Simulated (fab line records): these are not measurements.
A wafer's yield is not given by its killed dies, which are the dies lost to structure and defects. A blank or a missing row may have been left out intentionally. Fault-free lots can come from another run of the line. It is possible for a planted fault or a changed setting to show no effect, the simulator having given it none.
Which tool is to blame? | flow berkeleyCmos170 | 14 lots with 42 wafers sampled at 6 steps, on a route of 331 steps

WHAT THE GAUGES SHOWED, per wafer
UCB170_FIELD_THK_MEAS_90.
lot  | measured     | on           | FIELD_OXIDE_LEFT_1_THK (nm)
L562 | day 5 00:19  | filmMetro-04 | 430 443 445
L563 | day 5 11:04  | filmMetro-04 | 456 448 462
L564 | day 5 11:05  | filmMetro-03 | 456 456 456
L570 | day 6 10:09  | filmMetro-04 | 453 466 460
L569 | day 6 10:10  | filmMetro-03 | 449 450 453
L568 | day 6 10:14  | filmMetro-04 | 449 449 452
L571 | day 6 18:22  | filmMetro-01 | 443 443 441
L572 | day 6 18:23  | filmMetro-04 | 451 455 463
L574 | day 7 07:41  | filmMetro-01 | 443 440 443
L575 | day 7 11:31  | filmMetro-01 | 436 437 442
L580 | day 8 14:07  | filmMetro-01 | 425 430 430
L581 | day 9 15:05  | filmMetro-03 | 452 456 448
L582 | day 9 15:08  | filmMetro-01 | 418 418 410
L585 | day 10 03:32 | filmMetro-04 | 420 422 428

UCB170_NVT_OVL_MEAS_06.
lot  | measured     | on         | NVT_OVL (nm)
L562 | day 5 15:55  | overlay-01 | -14 -3 -10
L563 | day 6 04:52  | overlay-01 | -8 -6 -9
L564 | day 6 04:38  | overlay-01 | -1 -8 -3
L570 | day 7 00:17  | overlay-01 | -9 -7 -8
L569 | day 7 00:03  | overlay-01 | -5 -4 -4
L568 | day 7 00:10  | overlay-01 | -8 -12 -11
L571 | day 7 09:04  | overlay-02 | 0 3 7
L572 | day 7 09:21  | overlay-01 | -5 -10 -10
L574 | day 7 23:52  | overlay-02 | -7 -9 -7
L575 | day 8 05:50  | overlay-02 | 2 -2 -4
L580 | day 9 16:19  | overlay-01 | -9 -3 -19
L581 | day 10 07:52 | overlay-01 | -4 -7 -9
L582 | day 10 08:10 | overlay-01 | -1 -2 0
L585 | day 10 22:33 | overlay-01 | 0 -1 -3

UCB170_NLDD_TW_MEAS_11.
lot  | measured     | on           | NLDD_TW
L562 | day 6 14:25  | filmMetro-04 | 2248 2231 2231
L563 | day 6 20:16  | filmMetro-03 | 2239 2242 2224
L564 | day 6 20:32  | filmMetro-02 | 2237 2216 2235
L570 | day 7 16:46  | filmMetro-04 | 2236 2234 2227
L569 | day 7 16:40  | filmMetro-02 | 2219 2221 2226
L568 | day 7 17:03  | filmMetro-04 | 30 30 30
L571 | day 8 04:56  | filmMetro-02 | 30 30 30
L572 | day 8 05:26  | filmMetro-03 | 2250 2243 2243
L574 | day 9 04:59  | filmMetro-03 | 2234 2226 2235
L575 | day 9 04:31  | filmMetro-03 | 2246 2236 2236
L580 | day 10 13:29 | filmMetro-04 | 2238 2224 2219
L581 | day 11 04:34 | filmMetro-02 | 2226 2218 2217
L582 | day 11 03:47 | filmMetro-03 | 2247 2248 2239
L585 | day 11 12:11 | filmMetro-02 | 2215 2224 2222

WHAT TOOL EACH LOT RAN ON (gives the tool, then ch and the chambers of the sampled wafers, and finally the start)
lot  | UCB170_GATE_ETCH_14               | UCB170_PLDD_STRIP_10                | UCB170_NLDD_STRIP_10
L562 | rieDiel-02 ch 1,2, day 6 09:25    | plasmaAsher-03 ch 0,1, day 6 12:08  | plasmaAsher-04 ch 0,1, day 6 14:19
L563 | rieDiel-03 ch 1,3, day 6 16:23    | plasmaAsher-01 ch 0,1, day 6 18:31  | plasmaAsher-04 ch 0, day 6 20:09
L564 | rieDiel-02 ch 0,1,2, day 6 16:37  | plasmaAsher-02 ch 0,1, day 6 18:48  | plasmaAsher-03 ch 0,1, day 6 20:28
L570 | rieDiel-04 ch 0,2, day 7 12:46    | plasmaAsher-02 ch 0,1, day 7 14:38  | plasmaAsher-04 ch 0,1, day 7 16:40
L569 | rieDiel-03 ch 0,1,2, day 7 12:44  | plasmaAsher-03 ch 0,1, day 7 14:31  | plasmaAsher-01 ch 0,1, day 7 16:34
L568 | rieDiel-04 ch 0,3, day 7 12:51    | plasmaAsher-01 ch 0,1, day 7 14:55  | plasmaAsher-01 ch 0,1, day 7 16:58
L571 | rieDiel-03 ch 0,1,3, day 8 01:05  | plasmaAsher-01 ch 0,1, day 8 03:01  | plasmaAsher-04 ch 0,1, day 8 04:50
L572 | rieDiel-04 ch 0,2,3, day 8 01:17  | plasmaAsher-03 ch 0,1, day 8 03:40  | plasmaAsher-03 ch 0,1, day 8 05:19
L574 | rieDiel-02 ch 1,2,3, day 9 00:04  | plasmaAsher-02 ch 0,1, day 9 03:07  | plasmaAsher-01 ch 0,1, day 9 04:53
L575 | rieDiel-03 ch 1,2,3, day 8 23:49  | plasmaAsher-02 ch 0,1, day 9 02:32  | plasmaAsher-01 ch 0,1, day 9 04:25
L580 | rieDiel-03 ch 0,2, day 10 08:25   | plasmaAsher-01 ch 0,1, day 10 10:52 | plasmaAsher-03 ch 0,1, day 10 13:22
L581 | rieDiel-02 ch 0,1,2, day 10 23:16 | plasmaAsher-01 ch 0,1, day 11 02:07 | plasmaAsher-01 ch 0,1, day 11 04:28
L582 | rieDiel-03 ch 0,1,2, day 10 23:15 | plasmaAsher-03 ch 0,1, day 11 01:35 | plasmaAsher-01 ch 0,1, day 11 03:42
L585 | rieDiel-04 ch 1,3, day 11 08:08   | plasmaAsher-02 ch 0, day 11 10:09   | plasmaAsher-01 ch 0,1, day 11 12:04
- UCB170_GATE_ETCH_14: etches BARC in N2/H2.
- UCB170_PLDD_STRIP_10: strips in O2.
- UCB170_NLDD_STRIP_10: strips in O2.

AS READ BY THE TOOLS THEMSELVES (means over the sampled wafers that have a number; for cases with no such wafer, the mark the record gives instead)
UCB170_GATE_ETCH_14.
lot  | tool       | drypumpMotorCurrentA (A) | oesProductAu (a.u.) | rfFwdPowerW (W) | throttleValvePct (%)
L562 | rieDiel-02 | 5.3                      | 1.000               | 495.6           | 13.33
L563 | rieDiel-03 | 5.0                      | 1.005               | 496.0           | 13.14
L564 | rieDiel-02 | 5.2                      | 0.986               | 495.6           | 13.40
L570 | rieDiel-04 | 6.0                      | 1.000               | 497.2           | 13.23
L569 | rieDiel-03 | 5.1                      | 0.991               | 495.3           | 13.22
L568 | rieDiel-04 | 5.9                      | 1.021               | 490.8           | 13.41
L571 | rieDiel-03 | 5.3                      | 0.999               | 495.6           | 13.23
L572 | rieDiel-04 | 6.0                      | 1.015               | 493.7           | 13.32
L574 | rieDiel-02 | 5.6                      | 0.989               | 494.7           | 13.34
L575 | rieDiel-03 | 5.3                      | 1.026               | 495.7           | 13.31
L580 | rieDiel-03 | 5.3                      | 1.002               | 497.5           | 13.41
L581 | rieDiel-02 | 5.2                      | 0.985               | 494.5           | 13.40
L582 | rieDiel-03 | 5.1                      | 0.996               | 495.8           | 13.22
L585 | rieDiel-04 | 5.4                      | 0.980               | 492.2           | 13.33

UCB170_PLDD_STRIP_10.
lot  | tool           | chamberPressureMTorr (mTorr) | drypumpMotorCurrentA (A) | oesProductAu (a.u.) | stripTimeToEndpointS (s)
L562 | plasmaAsher-03 | 3494                         | 5.4                      | 0.737               | 21.64
L563 | plasmaAsher-01 | 3501                         | 6.1                      | 0.733               | 21.60
L564 | plasmaAsher-02 | 3502                         | 5.2                      | 0.732               | 21.66
L570 | plasmaAsher-02 | 3502                         | 5.1                      | 0.736               | 21.63
L569 | plasmaAsher-03 | 3499                         | 5.8                      | 0.735               | 21.67
L568 | plasmaAsher-01 | -                            | -                        | -                   | -
L571 | plasmaAsher-01 | -                            | -                        | -                   | -
L572 | plasmaAsher-03 | 3497                         | 5.8                      | 0.735               | 21.69
L574 | plasmaAsher-02 | 3502                         | 5.2                      | 0.734               | 21.69
L575 | plasmaAsher-02 | 3502                         | 5.1                      | 0.736               | 21.74
L580 | plasmaAsher-01 | 3501                         | 6.1                      | 0.733               | 21.63
L581 | plasmaAsher-01 | 3499                         | 6.1                      | 0.737               | 21.65
L582 | plasmaAsher-03 | 3503                         | 5.8                      | 0.732               | 21.59
L585 | plasmaAsher-02 | 3502                         | 5.1                      | 0.738               | 21.59

UCB170_NLDD_STRIP_10.
lot  | tool           | chamberPressureMTorr (mTorr) | drypumpMotorCurrentA (A) | oesProductAu (a.u.) | stripTimeToEndpointS (s)
L562 | plasmaAsher-04 | 3504                         | 5.4                      | 0.737               | 21.71
L563 | plasmaAsher-04 | 3502                         | 5.6                      | 0.732               | 21.67
L564 | plasmaAsher-03 | 3499                         | 5.4                      | 0.732               | 21.67
L570 | plasmaAsher-04 | 3500                         | 5.4                      | 0.733               | 21.75
L569 | plasmaAsher-01 | 3499                         | 6.1                      | 0.738               | 21.59
L568 | plasmaAsher-01 | 3499                         | 6.1                      | 0.733               | 47.78
L571 | plasmaAsher-04 | 3499                         | 5.4                      | 0.734               | 47.92
L572 | plasmaAsher-03 | 3500                         | 5.8                      | 0.737               | 21.77
L574 | plasmaAsher-01 | 3499                         | 6.1                      | 0.737               | 21.78
L575 | plasmaAsher-01 | 3501                         | 6.1                      | 0.733               | 21.71
L580 | plasmaAsher-03 | 3504                         | 5.4                      | 0.738               | 21.60
L581 | plasmaAsher-01 | 3501                         | 6.1                      | 0.735               | 21.56
L582 | plasmaAsher-01 | 3500                         | 6.1                      | 0.733               | 21.62
L585 | plasmaAsher-01 | 3500                         | 6.1                      | 0.733               | 21.72

THE ANSWER, worked out from the rows above alone
Rule: what is usual is taken from the lots themselves. Put in order of their means at a reading, lots are off if they are a third of the lots or fewer, leave a main group of 4 or more, and stand apart from it by a gap of 3 or more times the standard deviation of the main group's means; of several such gaps the widest counts. If all means in a main group match to the digits the tables above print for the reading, that group is not used. Also off: a lot with no number at a reading for which 4 or more lots have one. Where the step has rows for the other lots, those lots are counted as sound. First the gauges in route order, then the tools' own readings, where a lot's mean is used as printed above. The first step at which some lot is off is used, and at that step the reading that is off furthest; a lot without a number counts as furthest.
Off: L568, L571, seen at UCB170_NLDD_TW_MEAS_11 (NLDD_TW). The main group: mean 2232, standard deviation 8.3.
A tool fits if, at a process step before that reading, it ran every lot that is off, and no sound lot after the first of them. The gauges at UCB170_NLDD_TW_MEAS_11 aren't tried: what is off there is off at UCB170_PLDD_STRIP_10 too, on other tools, and a gauge's error can't cause that. None of those tried fits.

WHAT THE SIMULATOR HAD INSERTED
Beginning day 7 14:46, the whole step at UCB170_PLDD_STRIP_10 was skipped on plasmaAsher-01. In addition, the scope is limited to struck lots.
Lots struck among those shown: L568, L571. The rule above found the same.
